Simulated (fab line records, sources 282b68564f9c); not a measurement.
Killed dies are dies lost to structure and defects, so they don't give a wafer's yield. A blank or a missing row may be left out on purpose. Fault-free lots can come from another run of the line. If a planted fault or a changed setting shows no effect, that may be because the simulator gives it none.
Problem report, 8D (eight disciplines) form, completed by code / flow rit cmos / the parts of the form that need people (team, actions taken, sign-off) are left out

1. WHAT WENT WRONG
Wafers without a fault read 193.3 s, standard deviation 0.49; run length s at RIT_GATE_ETCH_19 reads a mean of 241.5 s on 2 wafers belonging to 2 lots. That puts it +98 standard deviations away from the usual mean.
The step: etches poly-Si in SF6/CHF3/O2, stops on SiO2, time 165 s, target depth 312.5 nm.
The first sign was on wafer L909.3 at day 6 03:56, on rie si-01. The record has a number at this step for 18 wafers belonging to 6 lots. By rule, "out" or "out of limits" means more than 4 standard deviations away from the usual mean. The rest of the wafers with a number are treated as sound.

2. WHAT IT IS AND WHAT IT IS NOT
question=which readings at this step | is=run length s, oes product au | is not=drypump motor current A, throttle valve pct
question=which lots | is=L909, L911 | is not=L895, L902, L906, L914
question=which wafers of those lots | is=L909.3, L911.3 | is not=L909.4, L909.6, L911.5, L911.6
question=read on which tools | is=rie si-01 | is not=rie si-02
question=when | is=from day 6 03:56 | is not=up to then (11 sound wafers); but 5 sound wafers of L911, L914 came after

3. THE SUSPECTS, EACH WITH WHAT RULES IT OUT
Counting: a tool at a process step up to the reading stays a suspect if it ran every lot that is out. Sound lots after the first of them don't rule it out here, since some wafers of a struck lot are sound.
- rie si-01 at RIT_GATE_ETCH_19 (etches poly-Si in SF6/CHF3/O2, stops on SiO2, time 165 s, target depth 312.5 nm): kept. It processed each lot that is out (first: L909, day 6 03:56); up to then, its last sound lot is L895 (day 3 03:33). On those wafers its own readings are out: oes product au, run length s.
- Within rie si-01 at RIT_GATE_ETCH_19: the wafers that are out ran in chamber 0; their sound lot-mates ran in chambers 2, 3.
Left after counting: rie si-01 at RIT_GATE_ETCH_19.

4. THE CAUSE (what the simulator had put in)
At RIT_GATE_ETCH_19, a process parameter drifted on rie si-01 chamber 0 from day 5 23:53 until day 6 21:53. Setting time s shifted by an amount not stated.
After counting, this tool was the only one left.

5. THE CHAIN OF EFFECTS, in route order
Rows list readings where the struck wafers' mean (over those with a number) sits beyond 3 standard deviations from the usual. Only readings whose record carries a usual standard deviation are examined. hours: median over the lots of the time between each lot's start at the first step of this table that gives one and its start at this step. sigmas: the change, counted in usual standard deviations.
hours=0; step=RIT_GATE_ETCH_19; reading=oes product au; usual=0.868 a.u.; on struck wafers=0.730; change=-0.138; sigmas=-11
hours=0; step=RIT_GATE_ETCH_19; reading=run length s; usual=193.3 s; on struck wafers=241.5; change=+48.2; sigmas=+98
Here are the process steps it includes:
- RIT_GATE_ETCH_19: etches poly-Si in SF6/CHF3/O2, stops on SiO2, time 165 s, target depth 312.5 nm.

6. HOW IT WOULD HAVE BEEN CAUGHT EARLIER
4 hours passed between the start of the fault at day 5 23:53 and the first reading out of limits in this record, taken at day 6 03:56.
